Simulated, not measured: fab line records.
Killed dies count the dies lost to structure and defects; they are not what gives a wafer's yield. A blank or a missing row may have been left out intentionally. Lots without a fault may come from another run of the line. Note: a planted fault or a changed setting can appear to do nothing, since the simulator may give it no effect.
fab line records | flow ritCmos
record: lots: 7 | wafers: 21 | lastDay: 7
route steps=202 shown NWELL@30 PWELL@39 M1@202
lots with no fault: from the same line, run without faults
startH: hours from the record's opening day to when the first of the lot's shown wafers began | waitH: hours elapsed since this lot's preceding step | " identical to the entry in the row above | L1.1+2: one row covering several wafers at once | - no value, or no start was given | * or withheld: withheld | < > ~ a bound
route shown NAME@n: a module of which the file shows steps, and the number in the route of the first | usual: mean/standard deviation of fault-free wafers | same: alike in all rows | chamber/n: place in a boat | sites: each site's reading | _std_site: the values' standard deviation | _edge_site: the outer-site mean with the inner-site mean subtracted | radiusMm: how far each site lies from the wafer's centre | mask NAME#n: copy n | behind: tool/chamber where the wafer was last shaped | hold: why the lot was held/for how many hours/how that ended | device: the transistor (n, p or np) that didn't switch | end of line: the tests these same wafers got at the end of their route | a step with no rows: only its recipe | killed: count of dies lost to structure and defects at first sort (not the wafer's yield) | map: a wafer's dies, x killed, . not, _ none there
set.NAME: the setting that was run; set.NAME@STEP: the one run at that earlier step | model.NAME: the simulator's own value behind a step, which no gauge read
lots at selected steps of the route; one table per step, one row per wafer
services: a tool's chamber out of use, with start hour (startH, from the record's first day; less than 0 if before it), hours out, and reason
== steps ==
step: RIT_NWELL_SOFTBAKE_02
recipe: resist: NOVOLAK | tempC: 90 | timeS: 60
step: RIT_NWELL_EXPOSE_03
recipe: maskId: M2 | na: 0.57 | targetCdNm: 43900 | doseMj: 250
step: RIT_NWELL_PEB_04
recipe: resist: NOVOLAK | tempC: withheld | timeS: withheld
step: RIT_NWELL_DEVELOP_05
recipe: resist: NOVOLAK | developTimeS: 68 | devTempC: 23
step: RIT_NWELL_OVL_MEAS_06
usual: NWELL_OVL: -1.4/1.2
lot.wafer | tool       | chamber | startH | waitH | NWELL_OVL[nm]
L635.2    | overlay-02 | -       | 41.31  | -     | -3.8
L635.3    | "          | -       | "      | "     | -3.5
L635.6    | "          | -       | "      | "     | -3.3
L645.1    | overlay-02 | -       | 95.25  | -     | 0.0
L645.5    | "          | -       | "      | "     | -0.2
L645.6    | "          | -       | "      | "     | 0.5
L650.3    | overlay-01 | -       | 117.73 | -     | 0.5
L650.4    | "          | -       | "      | "     | -2.1
L650.6    | "          | -       | "      | "     | -1.9
L652.2    | overlay-01 | -       | 123.10 | -     | -1.5
L652.4    | "          | -       | "      | "     | -1.6
L652.6    | "          | -       | "      | "     | -2.1
L653.2    | overlay-01 | -       | 128.62 | -     | -2.2
L653.4    | "          | -       | "      | "     | -1.3
L653.6    | "          | -       | "      | "     | -1.4
L654.1    | overlay-01 | -       | 132.42 | -     | -0.9
L654.3    | "          | -       | "      | "     | 0.5
L654.5    | "          | -       | "      | "     | -0.4
L655.2    | overlay-02 | -       | 136.61 | -     | -2.0
L655.3    | "          | -       | "      | "     | -1.5
L655.5    | "          | -       | "      | "     | -1.0
step: RIT_NWELL_HARDBAKE_07
recipe: resist: NOVOLAK | tempC: 140 | timeS: 120
step: RIT_NWELL_IMPLANT_08
recipe: species: P | energyKev: 170 | doseCm2: 5e+13 | tiltDeg: 7
step: RIT_NWELL_STRIP_09
recipe: chemistry: O2 | timeS: 180 | resist: NOVOLAK | platenTempC: withheld | powerW: 500 | pressureMtorr: 4000 | o2FlowSccm: 4000
usual: drypumpMotorCurrentA: 5.8/0.46 | rfReflPowerW: 6.6/0.92
lot.wafer | tool           | chamber | startH | waitH | drypumpMotorCurrentA | rfHoursCounterH | rfReflPowerW
L635.2    | plasmaAsher-02 | 1       | 41.74  | 0.1   | 6.4                  | 39              | 6.1
L635.3    | "              | 1       | "      | "     | 6.4                  | -               | 6.2
L635.6    | "              | 1       | "      | "     | 6.5                  | -               | 6.1
L645.1    | plasmaAsher-02 | 1       | 95.74  | 0.1   | 6.4                  | 44              | 6.3
L645.5    | "              | 0       | "      | "     | 5.7                  | -               | 6.6
L645.6    | "              | 1       | "      | "     | 6.4                  | -               | 6.2
L650.3    | plasmaAsher-04 | 1       | 118.27 | 0.1   | 4.9                  | -               | 6.4
L650.4    | "              | 0       | "      | "     | 5.5                  | -               | 6.0
L650.6    | "              | 1       | "      | "     | 4.9                  | -               | 6.1
L652.2    | plasmaAsher-01 | 1       | 123.65 | 0.1   | 5.7                  | 29              | 6.3
L652.4    | "              | 0       | "      | "     | 6.0                  | -               | 8.9
L652.6    | "              | 0       | "      | "     | 6.0                  | -               | 8.5
L653.2    | plasmaAsher-04 | 0       | 129.42 | 0.1   | 5.5                  | 52              | 5.6
L653.4    | "              | 0       | "      | "     | 5.5                  | -               | 5.8
L653.6    | "              | 1       | "      | "     | 4.9                  | -               | 5.8
L654.1    | plasmaAsher-02 | 1       | 132.86 | 0.1   | 6.4                  | 49              | 6.2
L654.3    | "              | 1       | "      | "     | 6.4                  | -               | 6.1
L654.5    | "              | 1       | "      | "     | 6.4                  | -               | 6.2
L655.2    | plasmaAsher-02 | 1       | 137.14 | 0.1   | 6.5                  | 50              | 6.2
L655.3    | "              | 1       | "      | "     | 6.5                  | -               | 6.2
L655.5    | "              | 1       | "      | "     | 6.5                  | -               | 6.1
step: RIT_NWELL_TW_MEAS_10
usual: NWELL_TW: 2155/16
lot.wafer | tool         | chamber | startH | waitH | NWELL_TW
L635.2    | filmMetro-03 | -       | 41.93  | 0.1   | 2151
L635.3    | "            | -       | "      | "     | 2138
L635.6    | "            | -       | "      | "     | 2152
L645.1    | filmMetro-01 | -       | 95.92  | 0.1   | 2122
L645.5    | "            | -       | "      | "     | 2119
L645.6    | "            | -       | "      | "     | 2115
L650.3    | filmMetro-04 | -       | 118.41 | 0.1   | 2164
L650.4    | "            | -       | "      | "     | 2159
L650.6    | "            | -       | "      | "     | 2161
L652.2    | filmMetro-04 | -       | 123.84 | 0.1   | 2163
L652.4    | "            | -       | "      | "     | 2159
L652.6    | "            | -       | "      | "     | 2164
L653.2    | filmMetro-03 | -       | 129.61 | 0.1   | 2171
L653.4    | "            | -       | "      | "     | 2157
L653.6    | "            | -       | "      | "     | 2175
L654.1    | filmMetro-04 | -       | 133.03 | 0.1   | 2156
L654.3    | "            | -       | "      | "     | 2144
L654.5    | "            | -       | "      | "     | 2148
L655.2    | filmMetro-03 | -       | 137.32 | 0.1   | 2174
L655.3    | "            | -       | "      | "     | 2168
L655.5    | "            | -       | "      | "     | 2178
step: RIT_PWELL_HMDS_00
recipe: primeTimeS: 60 | primeTempC: 140
step: RIT_PWELL_COAT_01
recipe: resist: NOVOLAK | spinRpm: 2000 | resistThkNm: 1300
step: RIT_PWELL_SOFTBAKE_02
recipe: resist: NOVOLAK | tempC: 90 | timeS: 60
step: RIT_PWELL_EXPOSE_03
recipe: maskId: M3 | na: 0.57 | targetCdNm: 43700 | doseMj: 250
lot.wafer  | tool            | chamber | startH | waitH | mask | model.PWELL.overlayXNm
L635.2+3+6 | ilineStepper-02 | 0       | 42.57  | 0.2   | M3#0 | 0.9536
L645.1+5+6 | ilineStepper-01 | 0       | 96.75  | 0.2   | M3#0 | 0.3119
L650.3+4+6 | ilineStepper-01 | 0       | 118.94 | 0.1   | M3#0 | 240.7
L652.2+4+6 | ilineStepper-01 | 0       | 124.70 | 0.2   | M3#0 | 240.6
L653.2+4+6 | ilineStepper-02 | 0       | 130.25 | 0.2   | M3#0 | -0.1283
L654.1+3+5 | ilineStepper-01 | 0       | 133.67 | 0.2   | M3#0 | 240.7
L655.2+3+5 | ilineStepper-02 | 0       | 138.21 | 0.2   | M3#0 | -0.265
step: RIT_PWELL_PEB_04
recipe: resist: NOVOLAK | tempC: withheld | timeS: withheld
step: RIT_PWELL_DEVELOP_05
recipe: resist: NOVOLAK | developTimeS: 68 | devTempC: 23
step: RIT_PWELL_OVL_MEAS_06
usual: PWELL_OVL: -0.5/1.2
lot.wafer | tool       | chamber | startH | waitH | hold                    | PWELL_OVL[nm]
L635.2    | overlay-02 | -       | 42.99  | -     | -                       | 0.4
L635.3    | "          | -       | "      | "     | -                       | 1.9
L635.6    | "          | -       | "      | "     | -                       | 1.3
L645.1    | overlay-01 | -       | 97.25  | -     | -                       | -1.3
L645.5    | "          | -       | "      | "     | -                       | -0.3
L645.6    | "          | -       | "      | "     | -                       | -0.5
L650.3    | overlay-01 | -       | 119.34 | -     | awaitDispo/0.2h/release | 241.1
L650.4    | "          | -       | "      | "     | awaitDispo/0.2h/release | 240.5
L650.6    | "          | -       | "      | "     | awaitDispo/0.2h/release | 240.6
L650.3    | overlay-01 | -       | 119.54 | 0.2   | -                       | 241.3
L650.4    | "          | -       | "      | "     | -                       | 240.5
L650.6    | "          | -       | "      | "     | -                       | 241.5
L652.2    | overlay-01 | -       | 125.39 | -     | awaitDispo/0.2h/release | 238.5
L652.4    | "          | -       | "      | "     | awaitDispo/0.2h/release | 240.5
L652.6    | "          | -       | "      | "     | awaitDispo/0.2h/release | 241.3
L652.2    | overlay-01 | -       | 125.59 | 0.2   | -                       | 240.0
L652.4    | "          | -       | "      | "     | -                       | 241.5
L652.6    | "          | -       | "      | "     | -                       | 241.4
L653.2    | overlay-02 | -       | 130.67 | -     | -                       | -0.5
L653.4    | "          | -       | "      | "     | -                       | -0.8
L653.6    | "          | -       | "      | "     | -                       | 0.7
L654.1    | overlay-02 | -       | 134.30 | -     | awaitDispo/0.2h/release | 239.1
L654.3    | "          | -       | "      | "     | awaitDispo/0.2h/release | 239.8
L654.5    | "          | -       | "      | "     | awaitDispo/0.2h/release | 239.2
L654.1    | overlay-02 | -       | 134.51 | 0.2   | -                       | 240.1
L654.3    | "          | -       | "      | "     | -                       | 240.3
L654.5    | "          | -       | "      | "     | -                       | 240.0
L655.2    | overlay-02 | -       | 138.63 | -     | -                       | -1.1
L655.3    | "          | -       | "      | "     | -                       | 0.3
L655.5    | "          | -       | "      | "     | -                       | -0.3
step: RIT_M1_PROBE_99
usual: defectLimitedYield: 97.4/1.1 | killedAtContacts: 0.1/0.23 | killedAtFrontEnd: 6.7/2.9 | killedDies: 6.8/2.9 | killedOnRim: 1.9/1.4 | killedOpen: 3.5/2.1 | killedShort: 3.2/1.9 | sort_bin_3_pad_short: 0.1/0.2 | sort_bin_5_function: 1.5/0.86 | sort_bin_6_memory: 1.0/0.69 | sortNPass: 257.2/2.9 | sortYieldPct: 97.4/1.1
same: grossDies: 264 | killed_at_M0_to_M3: 0 | killed_at_M4_up: 0 | killedAtBackSide: 0 | killedAtOther: 0
lot.wafer | tool      | chamber | startH | waitH | defectLimitedYield[%] | killedAtContacts | killedAtFrontEnd | killedDies | killedOnRim | killedOpen | killedShort | sort_bin_3_pad_short[%] | sort_bin_5_function[%] | sort_bin_6_memory[%] | sortNPass | sortYieldPct[%]
L635.2    | prober-02 | -       | 98.77  | 0.1   | 97.7                  | 0                | 6                | 6          | 2           | 4          | 2           | 0                       | 0.8                    | 1.5                  | 258.0     | 97.7
L635.3    | prober-02 | -       | 98.82  | 0.2   | 95.5                  | 0                | 12               | 12         | 3           | 7          | 5           | 0.4                     | 2.3                    | 1.9                  | 252.0     | 95.5
L635.6    | prober-02 | -       | 98.97  | 0.2   | 98.9                  | 0                | 3                | 3          | 1           | 3          | 0           | 0                       | 1.1                    | 0                    | 261.0     | 98.9
L645.1    | prober-01 | -       | 139.89 | 0.1   | 98.1                  | 0                | 5                | 5          | 2           | 3          | 2           | 0                       | 1.9                    | 0                    | 259.0     | 98.1
L645.5    | prober-01 | -       | 140.09 | 0.2   | 97.3                  | 0                | 7                | 7          | 1           | 4          | 3           | 0.8                     | 1.1                    | 0.8                  | 257.0     | 97.3
L645.6    | prober-01 | -       | 140.14 | 0.2   | 97.7                  | 0                | 6                | 6          | 1           | 2          | 4           | 0                       | 1.5                    | 0.8                  | 258.0     | 97.7
L653.2    | prober-02 | -       | 166.50 | 0.1   | 96.6                  | 0                | 9                | 9          | 0           | 6          | 3           | 0                       | 2.3                    | 1.1                  | 255.0     | 96.6
L653.4    | prober-02 | -       | 166.60 | 0.2   | 97.7                  | 0                | 6                | 6          | 1           | 3          | 3           | 0                       | 1.9                    | 0.4                  | 258.0     | 97.7
L653.6    | prober-02 | -       | 166.70 | 0.2   | 98.5                  | 0                | 4                | 4          | 1           | 2          | 2           | 0.4                     | 1.1                    | 0                    | 260.0     | 98.5
L655.2    | prober-02 | -       | 178.03 | 0.1   | 98.1                  | 1                | 4                | 5          | 1           | 4          | 1           | 0                       | 0.8                    | 1.1                  | 259.0     | 98.1
L655.3    | prober-02 | -       | 178.08 | 0.2   | 95.8                  | 0                | 11               | 11         | 4           | 5          | 6           | 0                       | 2.3                    | 1.9                  | 253.0     | 95.8
L655.5    | prober-02 | -       | 178.18 | 0.2   | 99.2                  | 0                | 2                | 2          | 2           | 2          | 0           | 0                       | 0.4                    | 0.4                  | 262.0     | 99.2
killed by level:class
L635.2 GATE:geometricParticle:open=2 SPACER:geometricParticle:open=2 GATE:geometricParticle:short=1 SPACER:geometricParticle:short=1
L635.3 GATE:geometricParticle:open=3 GATE:geometricParticle:short=3 SPACER:geometricParticle:open=2 SPACER:geometricParticle:short=2 FOX1:geometricParticle:open=1 FOX2:geometricParticle:open=1
L635.6 FOX1:geometricParticle:open=1 FOX2:geometricParticle:open=1 GATE:geometricParticle:open=1
L645.1 FOX1:geometricParticle:short=1 FOX2:geometricParticle:open=1 GATE:geometricParticle:short=1 GATE:geometricParticle:open=1 REOX:geometricParticle:open=1
L645.5 GATE:geometricParticle:open=3 FOX2:geometricParticle:short=2 FOX2:geometricParticle:open=1 SILICIDE:geometricParticle:short=1
L645.6 FOX1:geometricParticle:open=1 FOX1:geometricParticle:short=1 FOX2:geometricParticle:short=1 GATE:geometricParticle:short=1 SILICIDE:geometricParticle:open=1 SILICIDE:geometricParticle:short=1
L653.2 REOX:geometricParticle:open=3 REOX:geometricParticle:short=2 FOX1:geometricParticle:open=1 GATE:geometricParticle:open=1 SILICIDE:geometricParticle:short=1 SILICIDE:geometricParticle:open=1
L653.4 GATE:geometricParticle:short=2 GATE:geometricParticle:open=1 REOX:geometricParticle:open=1 SPACER:geometricParticle:short=1 SPACER:geometricParticle:open=1
L653.6 FOX1:geometricParticle:open=1 GATE:geometricParticle:open=1 REOX:geometricParticle:short=1 SILICIDE:geometricParticle:short=1
L655.2 FOX2:geometricParticle:short=1 FOX2:geometricParticle:open=1 SPACER:geometricParticle:open=1 SILICIDE:geometricParticle:open=1 CONTACT:geometricParticle:open=1
L655.3 GATE:geometricParticle:short=5 REOX:geometricParticle:open=3 GATE:geometricParticle:open=2 SILICIDE:geometricParticle:short=1
L655.5 FOX1:geometricParticle:open=1 SPACER:geometricParticle:open=1
== services ==
tool            | chamber | startH | hours | kind
ilineStepper-01 | -       | 32.97  | 1.7   | pm
ilineStepper-01 | 0       | 48.18  | -     | calibration
plasmaAsher-01  | -       | 52.31  | 4.0   | repair
ilineStepper-01 | -       | 61.82  | 1.3   | repair
plasmaAsher-01  | -       | 64.14  | 1.0   | repair
ilineStepper-02 | 0       | 65.64  | -     | calibration
ilineStepper-01 | -       | 84.52  | 4.3   | pm
ilineStepper-02 | -       | 91.78  | 1.7   | pm
plasmaAsher-01  | -       | 98.66  | 2.8   | pm
== key ==
firstSign: step: RIT_PWELL_OVL_MEAS_06 | reading: visit | direction: added
effect: step: RIT_PWELL_OVL_MEAS_06 | reading: PWELL_OVL | direction: up | sigmas: 99+ | usual: -0.5 | struck: 240.1
modelEffect: step: RIT_PWELL_EXPOSE_03 | value: PWELL.overlayXNm | without: 0.6934 | struck: 240.7
metAt RIT_PWELL_EXPOSE_03
struckWafers L650.3,L650.4,L650.6,L652.2,L652.4,L652.6,L654.1,L654.3,L654.5
scrappedBehind RIT_PWELL_OVL_MEAS_06 L650.3,L650.4,L650.6,L652.2,L652.4,L652.6,L654.1,L654.3,L654.5
onsetBetween 96.75 118.94
fault: kind: scannerMatchingOverlay | tool: ilineStepper-01 | chamber: - | onsetH: 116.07 | steps: RIT_PWELL_EXPOSE_03 | offset: 240
